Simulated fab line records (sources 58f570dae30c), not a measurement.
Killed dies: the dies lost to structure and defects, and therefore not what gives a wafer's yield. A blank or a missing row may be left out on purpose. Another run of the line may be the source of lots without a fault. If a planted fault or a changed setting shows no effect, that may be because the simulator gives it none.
Which tool did it? | flow berkeley-cmos170 | 42 wafers from 14 lots sampled at 5 of the route's 331 steps

## WHAT EACH GAUGE READ, for each wafer
UCB170_NLDD_OVL_MEAS_07.
lot  | measured     | on         | NLDD_OVL (nm)
L784 | day 6 04:33  | overlay-02 | -4 -14 -1
L786 | day 6 11:31  | overlay-01 | -10 -4 0
L789 | day 6 16:11  | overlay-01 | -10 -9 -10
L797 | day 9 07:53  | overlay-02 | 1 0 3
L798 | day 9 07:58  | overlay-01 | 3 13 1
L799 | day 9 22:30  | overlay-01 | -2 -5 -1
L801 | day 10 06:44 | overlay-02 | -5 -4 -2
L802 | day 10 06:16 | overlay-02 | 9 9 7
L803 | day 10 19:56 | overlay-02 | 1 -1 -5
L805 | day 11 00:52 | overlay-01 | -2 5 1
L806 | day 11 01:07 | overlay-02 | 1 4 0
L807 | day 12 00:47 | overlay-01 | -10 -10 -10

UCB170_CONTACT_CD_MEAS_15: the cd target is 700 nm.
lot  | measured     | on        | cd-nm (nm)
L784 | day 6 16:34  | cd-sem-02 | 699.3 699.9 700.8
L786 | day 7 02:16  | cd-sem-02 | 701.1 701.5 699.9
L789 | day 7 06:53  | cd-sem-01 | 701.8 700.2 700.3
L797 | day 10 01:32 | cd-sem-02 | 697.2 697.8 697.3
L798 | day 10 01:14 | cd-sem-02 | 701.0 700.0 700.5
L799 | day 10 16:40 | cd-sem-01 | 698.5 697.8 698.3
L801 | day 11 00:13 | cd-sem-01 | 701.4 701.1 701.8
L802 | day 10 23:43 | cd-sem-01 | 699.4 698.6 699.3
L803 | day 11 18:10 | cd-sem-01 | 698.9 699.4 697.1
L805 | day 11 17:54 | cd-sem-01 | 699.8 699.2 698.9
L806 | day 11 18:18 | cd-sem-01 | 700.1 699.7 699.8
L807 | day 12 21:38 | cd-sem-01 | 700.1 699.2 700.6

UCB170_V1_THK_MEAS_04.
lot  | measured     | on            | V1_POLISHED_THK (nm)
L784 | day 7 00:19  | film-metro-01 | 997.9 1002.3 999.1
L786 | day 7 11:12  | film-metro-01 | 998.5 1001.1 1001.2
L789 | day 7 16:33  | film-metro-03 | 1002.9 999.9 1001.3
L797 | day 10 08:19 | film-metro-01 | 997.9 996.0 999.6
L798 | day 10 08:01 | film-metro-03 | 997.3 997.6 999.9
L799 | day 11 04:13 | film-metro-01 | 999.1 1002.8 997.8
L801 | day 11 12:28 | film-metro-03 | 999.9 1002.5 997.7
L802 | day 11 04:14 | film-metro-02 | 999.2 1000.9 999.3
L803 | day 12 01:33 | film-metro-02 | 999.2 1000.7 997.1
L805 | day 12 01:50 | film-metro-01 | 1002.3 1001.3 1003.9
L806 | day 12 01:52 | film-metro-03 | 997.4 998.9 997.8
L807 | day 13 02:56 | film-metro-03 | 999.4 1001.0 997.3

## TOOL THAT RAN EACH LOT (tool first, then ch and the chambers of the sampled wafers, then the start)
lot  | UCB170_NWELL_ETCH_13              | UCB170_NWELL_STRIP_15
L784 | rie-diel-04 ch 0,1,2, day 2 06:29 | plasma-asher-02 ch 0,1, day 2 06:47
L786 | rie-diel-01 ch 0,2, day 2 15:25   | plasma-asher-02 ch 0,1, day 2 15:40
L787 | rie-diel-01 ch 0,1,2, day 2 18:17 | plasma-asher-02 ch 0,1, day 2 18:32
L788 | rie-diel-01 ch 0,2,3, day 3 00:53 | plasma-asher-04 ch 0,1, day 3 01:08
L789 | rie-diel-04 ch 1,3, day 3 01:57   | plasma-asher-02 ch 0,1, day 3 02:12
L797 | rie-diel-01 ch 0,1,3, day 5 01:11 | plasma-asher-04 ch 0,1, day 5 01:28
L798 | rie-diel-02 ch 0,1,3, day 5 02:40 | plasma-asher-01 ch 0,1, day 5 02:58
L799 | rie-diel-01 ch 1,2,3, day 5 10:46 | plasma-asher-02 ch 0,1, day 5 11:01
L801 | rie-diel-04 ch 0,3, day 5 16:21   | plasma-asher-01 ch 0,1, day 5 16:36
L802 | rie-diel-01 ch 0,3, day 6 00:04   | plasma-asher-01 ch 0,1, day 6 00:21
L803 | rie-diel-04 ch 0,2, day 6 06:27   | plasma-asher-02 ch 0,1, day 6 06:42
L805 | rie-diel-04 ch 2,3, day 6 16:47   | plasma-asher-04 ch 0,1, day 6 17:02
L806 | rie-diel-02 ch 0,1,2, day 6 19:14 | plasma-asher-01 ch 0,1, day 6 19:32
L807 | rie-diel-04 ch 1,2,3, day 7 03:19 | plasma-asher-02 ch 0,1, day 7 03:36
- UCB170_NWELL_ETCH_13: etches Si3N4 in CH3F/Ar/O2, stops on SiO2, target depth 246.4 nm, time 154 s.
- UCB170_NWELL_STRIP_15: strips in O2.

## AS READ BY THE TOOLS THEMSELVES (means over the sampled wafers that have a number; for cases with no such wafer, the mark the record gives instead)
UCB170_NWELL_ETCH_13.
lot  | tool        | CH3F_flow_sccm (sccm) | O2_flow_sccm (sccm) | drypump-motor-current-A (A) | oes-product-au (a.u.) | rf-fwd-power-W (W) | throttle-valve-pct (%)
L784 | rie-diel-04 | 20.01                 | 6.991               | 6.2                         | 0.950                 | 448.4              | 7.94
L786 | rie-diel-01 | 20.00                 | 6.988               | 5.9                         | 0.957                 | 447.4              | 8.16
L787 | rie-diel-01 | -                     | -                   | -                           | -                     | -                  | -
L788 | rie-diel-01 | -                     | -                   | -                           | -                     | -                  | -
L789 | rie-diel-04 | 20.00                 | 6.989               | 6.1                         | 0.931                 | 448.1              | 7.96
L797 | rie-diel-01 | 20.06                 | 7.000               | 5.6                         | 0.943                 | 448.8              | 8.08
L798 | rie-diel-02 | 20.03                 | 7.003               | 6.3                         | 0.931                 | 447.4              | 7.91
L799 | rie-diel-01 | 19.99                 | 6.968               | 5.4                         | 0.956                 | 449.1              | 8.05
L801 | rie-diel-04 | 19.97                 | 6.989               | 5.8                         | 0.942                 | 448.1              | 8.09
L802 | rie-diel-01 | 19.94                 | 7.002               | 6.0                         | 0.931                 | 448.5              | 8.11
L803 | rie-diel-04 | 19.91                 | 6.984               | 6.1                         | 0.950                 | 448.1              | 7.94
L805 | rie-diel-04 | 20.04                 | 6.990               | 6.0                         | 0.943                 | 447.2              | 7.98
L806 | rie-diel-02 | 19.93                 | 6.993               | 6.2                         | 0.930                 | 446.5              | 7.98
L807 | rie-diel-04 | 19.96                 | 6.997               | 6.0                         | 0.938                 | 447.5              | 7.97

UCB170_NWELL_STRIP_15.
lot  | tool            | drypump-motor-current-A (A) | oes-product-au (a.u.) | strip-time-to-endpoint-s (s)
L784 | plasma-asher-02 | 6.1                         | 0.720                 | 18.05
L786 | plasma-asher-02 | 6.1                         | 0.722                 | 18.03
L787 | plasma-asher-02 | 6.1                         | 0.732                 | 21.70
L788 | plasma-asher-04 | 5.9                         | 0.737                 | 21.53
L789 | plasma-asher-02 | 6.1                         | 0.720                 | 18.19
L797 | plasma-asher-04 | 5.9                         | 0.726                 | 18.12
L798 | plasma-asher-01 | 5.0                         | 0.724                 | 17.99
L799 | plasma-asher-02 | 5.7                         | 0.720                 | 17.95
L801 | plasma-asher-01 | 5.0                         | 0.718                 | 18.18
L802 | plasma-asher-01 | 5.0                         | 0.719                 | 18.10
L803 | plasma-asher-02 | 6.1                         | 0.721                 | 18.17
L805 | plasma-asher-04 | 5.9                         | 0.728                 | 18.15
L806 | plasma-asher-01 | 5.0                         | 0.722                 | 18.05
L807 | plasma-asher-02 | 5.7                         | 0.716                 | 18.16

## THE ANSWER, worked out from the rows above alone
Rule: the lots themselves supply what counts as usual. The widest of any qualifying gaps counts: lots, ordered by their means at a reading, are off when they make up no more than a third of the lots, leave a main group of 4 or more, and stand apart from it by 3 or more times the standard deviation of that group's means. A main group is skipped when, at the precision printed for the reading in the tables above, its means are all equal. A lot without any number at a reading at which 4 lots or more have one is off too. Where the step has rows for the other lots, those lots are counted as sound. The gauges are gone through in route order, then the tools' own readings, and for those a lot's mean is taken as printed above. At the first step where some lot is off, the reading lying furthest off is the one used; lots without a number count as furthest.
Off: L787, L788, at UCB170_NWELL_ETCH_13 (CH3F_flow_sccm). Without a number there: L787, L788. Main group: mean 19.99 sccm, sd 0.044.
A tool fits if, at that step or a process step before it, it ran every lot that is off, and no sound lot after the first of them. Of those tried, none fits.

## WHAT WAS PUT IN BY THE SIMULATOR
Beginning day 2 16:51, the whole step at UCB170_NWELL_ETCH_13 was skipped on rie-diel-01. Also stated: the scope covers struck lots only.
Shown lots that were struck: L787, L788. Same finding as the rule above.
